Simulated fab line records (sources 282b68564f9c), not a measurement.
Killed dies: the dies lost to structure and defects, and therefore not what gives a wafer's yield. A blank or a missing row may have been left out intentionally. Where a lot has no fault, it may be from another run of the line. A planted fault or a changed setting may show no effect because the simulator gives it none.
Which tool was responsible? / flow rit-cmos / Sampling: 7 lots, 21 wafers, 4 of 202 route steps

WHAT THE GAUGES READ, wafer by wafer
RIT_NLDD_OVL_MEAS_06.
lot=L987; measured=day 3 06:20; on=overlay-02; NLDD_OVL (nm)=0.2 -0.8 -1.2
lot=L990; measured=day 4 01:19; on=overlay-02; NLDD_OVL (nm)=-1.0 -1.9 -2.0
lot=L992; measured=day 4 06:42; on=overlay-01; NLDD_OVL (nm)=-1.5 -2.0 -2.8
lot=L996; measured=day 5 03:23; on=overlay-02; NLDD_OVL (nm)=-0.9 0.2 -0.5
lot=L999; measured=day 5 20:46; on=overlay-02; NLDD_OVL (nm)=- - -
lot=L106; measured=day 7 05:35; on=overlay-01; NLDD_OVL (nm)=-2.9 -3.2 -3.0
lot=L108; measured=day 7 17:23; on=overlay-02; NLDD_OVL (nm)=-0.8 -1.4 -1.2

TOOL THAT RAN EACH LOT (tool first, then ch and the chambers of the sampled wafers, then the start)
lot=L987; RIT_NWELL_STRIP_09=plasma-asher-01 ch 0,1, day 2 08:22; RIT_PWELL_SOFTBAKE_02=litho-track-04 ch 0, day 2 08:55; RIT_NLDD_COAT_01=litho-track-03 ch 0, day 3 05:21
lot=L990; RIT_NWELL_STRIP_09=plasma-asher-04 ch 0,1, day 3 00:20; RIT_PWELL_SOFTBAKE_02=litho-track-03 ch 0, day 3 00:52; RIT_NLDD_COAT_01=litho-track-02 ch 0, day 4 00:31
lot=L992; RIT_NWELL_STRIP_09=plasma-asher-04 ch 0,1, day 3 10:05; RIT_PWELL_SOFTBAKE_02=litho-track-03 ch 0, day 3 10:38; RIT_NLDD_COAT_01=litho-track-03 ch 0, day 4 06:01
lot=L996; RIT_NWELL_STRIP_09=plasma-asher-04 ch 0,1, day 4 04:29; RIT_PWELL_SOFTBAKE_02=litho-track-03 ch 0, day 4 05:03; RIT_NLDD_COAT_01=litho-track-03 ch 0, day 5 02:43
lot=L999; RIT_NWELL_STRIP_09=plasma-asher-04 ch 0,1, day 4 19:00; RIT_PWELL_SOFTBAKE_02=litho-track-04 ch 0, day 4 19:36; RIT_NLDD_COAT_01=litho-track-02, day 5 20:04
lot=L106; RIT_NWELL_STRIP_09=plasma-asher-04 ch 0,1, day 6 08:09; RIT_PWELL_SOFTBAKE_02=litho-track-04 ch 0, day 6 08:41; RIT_NLDD_COAT_01=litho-track-04 ch 0, day 7 04:53
lot=L108; RIT_NWELL_STRIP_09=plasma-asher-04 ch 0,1, day 6 18:53; RIT_PWELL_SOFTBAKE_02=litho-track-02 ch 0, day 6 19:24; RIT_NLDD_COAT_01=litho-track-04 ch 0, day 7 16:44
- RIT_NWELL_STRIP_09: strips in O2, time 180 s.
- RIT_PWELL_SOFTBAKE_02: time 61.77 s.
- RIT_NLDD_COAT_01: resist thk 1000 nm.

THE ANSWER, worked out from the rows above alone
Rule: the usual values come from the lots themselves. The widest of any qualifying gaps counts: lots, ordered by their means at a reading, are off when they make up no more than a third of the lots, leave a main group of 4 or more, and stand apart from it by 3 or more times the standard deviation of that group's means. Not used: any main group whose means are identical at the precision the tables above print for the reading. Also off: a lot with no number at a reading for which 4 or more lots have one. Where the step has rows for the other lots, those lots are counted as sound.
Off: L999, seen at RIT_NLDD_OVL_MEAS_06 (NLDD_OVL). Without a number there: L999. The main group: mean -1.5 nm, standard deviation 0.9.
A tool fits if, at a process step before that reading, it ran every lot that is off, and no sound lot after the first of them. Gauges at RIT_NLDD_OVL_MEAS_06: tried the same way as those tools. One fits: RIT_NLDD_COAT_01 on litho-track-02. Its last sound lot is L990 (day 4 00:31), its first lot that is off L999 (day 5 20:04): a fault that began between those two fits.

WHAT THE SIMULATOR HAD PUT IN
Entire step skipped (litho-track-02, RIT_NLDD_COAT_01), from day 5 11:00 onward. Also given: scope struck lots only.
Struck lots among those shown: L999. The rule given above showed the same thing.
